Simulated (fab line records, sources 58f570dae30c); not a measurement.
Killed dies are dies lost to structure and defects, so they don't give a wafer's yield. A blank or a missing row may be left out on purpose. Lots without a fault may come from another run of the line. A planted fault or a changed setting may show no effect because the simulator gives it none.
Chamber matching | flow berkeley_cmos170 | UCB170_GATE_ETCH_15 on rie_si-02: 4 sister chambers
The step etches poly-Si in HBr/Cl2, stops on SiO2, time 56.3 s, target depth 278.2 nm. 14 wafers are shown with their chamber, then 7 later ones without.

WAFERS WITH THEIR CHAMBER
wafer  | chamber | throttle_valve_pct (%) | oes_product_au (a.u.) | mfc_cl2_sccm (sccm)
L182.3 | 2       | 26.35                  | 0.825                 | 49.99
L182.4 | 0       | 26.64                  | 0.855                 | 50.11
L182.5 | 2       | 26.33                  | 0.829                 | 50.14
L184.1 | 1       | 26.72                  | 0.857                 | 49.93
L184.3 | 2       | 26.33                  | 0.830                 | 49.98
L184.6 | 1       | 26.72                  | 0.843                 | 49.92
L187.1 | 0       | 26.62                  | 0.848                 | 49.94
L187.2 | 1       | 26.74                  | 0.844                 | 50.02
L187.5 | 1       | 26.72                  | 0.836                 | 50.18
L196.2 | 2       | 26.36                  | 0.830                 | 49.94
L196.4 | 3       | 26.31                  | 0.830                 | 50.09
L196.6 | 1       | 26.72                  | 0.851                 | 50.03
L199.3 | 0       | 26.64                  | 0.853                 | 50.06
L199.5 | 3       | 26.33                  | 0.832                 | 50.10

SIGNATURES (means of the wafers above)
reading            | chamber 0 | chamber 1 | chamber 2 | chamber 3 | scatter within a chamber
throttle_valve_pct | 26.6333   | 26.7240   | 26.3425   | 26.3200   | 0.0121
oes_product_au     | 0.85200   | 0.84620   | 0.82850   | 0.83100   | 0.00551
mfc_cl2_sccm       | 50.0367   | 50.0160   | 50.0125   | 50.0950   | 0.0906
Rule: a wafer's distance from a chamber is the root of the sum, over the readings, of the square of ((its reading less the chamber's mean) divided by the reading's scatter). The wafer belongs to the nearest chamber; if the next one is less than 2 further off, it can't be placed. The scatter: the root of (the sum of the squares of (reading less its chamber's mean) over the shown wafers, divided by (wafers less chambers)).

WAFERS WITHOUT THEIR CHAMBER
wafer  | throttle_valve_pct (%) | oes_product_au (a.u.) | mfc_cl2_sccm (sccm)
L199.6 | 26.65                  | 0.834                 | 50.02
L201.1 | 26.32                  | 0.842                 | 49.75
L201.4 | 26.35                  | 0.842                 | 50.02
L201.5 | 26.32                  | 0.830                 | 49.90
L203.1 | 26.70                  | 0.861                 | 49.90
L203.2 | 26.30                  | 0.831                 | 49.92
L203.6 | 26.70                  | 0.855                 | 49.89

WHICH CHAMBER EACH WENT THROUGH
wafer  | from the rows above     | in truth
L199.6 | 0                       | 0
L201.1 | can't be placed: 2 or 3 | 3
L201.4 | can't be placed: 2 or 3 | 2
L201.5 | can't be placed: 3 or 2 | 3
L203.1 | 1                       | 1
L203.2 | can't be placed: 3 or 2 | 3
L203.6 | 1                       | 1
Placed correctly: 3 of 7. Can't be placed from these rows: 4 (the true chamber is among the candidates in 4). Placed wrongly: 0.
